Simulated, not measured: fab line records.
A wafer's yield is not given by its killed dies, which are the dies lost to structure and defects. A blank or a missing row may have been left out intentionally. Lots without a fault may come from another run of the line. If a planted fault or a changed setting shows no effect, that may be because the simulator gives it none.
Code-filled problem report in 8D (eight disciplines) form    flow ritCmos    the parts of the form that need people (team, actions taken, sign-off) are left out

1. THE PROBLEM
SILICIDE_TI_RS at RIT_SILICIDE_RS_MEAS_02 reads a mean of 43.9 ohm/sq on 1 wafer of 1 lot; wafers without a fault read 47.6 ohm/sq with a standard deviation of 0.83. That puts it -4.5 standard deviations away from the usual mean.
The step: measures by four-point-probe.
Seen first at day 7 07:58 on filmMetro-03, wafer L442.4. The record has a number at this step for 39 wafers belonging to 13 lots. By rule, "out" or "out of limits" means more than 4 standard deviations away from the usual mean. The rest of the wafers with a number are treated as sound.

2. WHAT THIS IS AND IS NOT
question                     is                is not
which readings at this step  SILICIDE_TI_RS    -
which lots                   L442              L423, L424, L425, L426, L427, L428, L429, L431, L432, L433, L434, L435
which wafers of those lots   L442.4            L442.1, L442.6
read on which gauges         filmMetro-03      filmMetro-01, filmMetro-04
when                         from day 7 07:58  up to then (38 sound wafers)

3. THE SUSPECTS, EACH WITH WHAT RULES IT OUT
Counting: if a tool at a process step up to the reading ran every lot that is out, it stays a suspect. Sound lots after the first of them don't rule it out here, since some wafers of a struck lot are sound.
- the gauge at RIT_SILICIDE_RS_MEAS_02: kept. All the wafers that are out were read on filmMetro-03, and no step on other tools shows them out.
- pvdSputter-01 at RIT_SILICIDE_SPUTTER_01 (material Ti, target thk 30 nm, time 240 s): kept. It ran the lot that is out, L442 (day 7 07:49); its last sound lot up to then is L435 (day 5 17:01).
What counting leaves: pvdSputter-01 at RIT_SILICIDE_SPUTTER_01 and filmMetro-03 at RIT_SILICIDE_RS_MEAS_02.

4. THE CAUSE (what the simulator had put in)
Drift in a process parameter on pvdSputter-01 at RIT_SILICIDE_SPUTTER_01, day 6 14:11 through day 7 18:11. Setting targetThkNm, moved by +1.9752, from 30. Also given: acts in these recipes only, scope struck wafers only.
This tool is one of the 2 suspects left after counting.

5. THE EFFECT CHAIN, in route order
Rows list readings where the struck wafers' mean (over those with a number) sits beyond 3 standard deviations from the usual. Readings are gone through only where the record gives a usual standard deviation; hours: the median, over the lots, of the time from a lot's start at the first step in this table giving one to that lot's start at this step; sigmas: the change measured in usual standard deviations.
hours  step                      reading          usual        on struck wafers  change  sigmas
0      RIT_SILICIDE_RS_MEAS_02   SILICIDE_TI_RS   47.6 ohm/sq  43.9              -3.7    -4.5
0      RIT_SILICIDE_THK_MEAS_03  SILICIDE_TI_THK  30.9 nm      33.0              +2.1    +4.6

6. WHAT WOULD HAVE CAUGHT IT SOONER
The first out-of-limits reading at a measuring or inspecting step in this record came at day 7 07:58, 18 hours after the fault's start at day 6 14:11.
Of the tool readings at RIT_SILICIDE_SPUTTER_01 for which the record gives a usual standard deviation, none was out on any struck wafer, so an alarm limit of 4 standard deviations on them would not have fired.
By day 7 07:58 the whole set of lots that are out, 1 in number, had already begun RIT_SILICIDE_SPUTTER_01 on pvdSputter-01. None of them would have been spared by holding the tool at that moment.
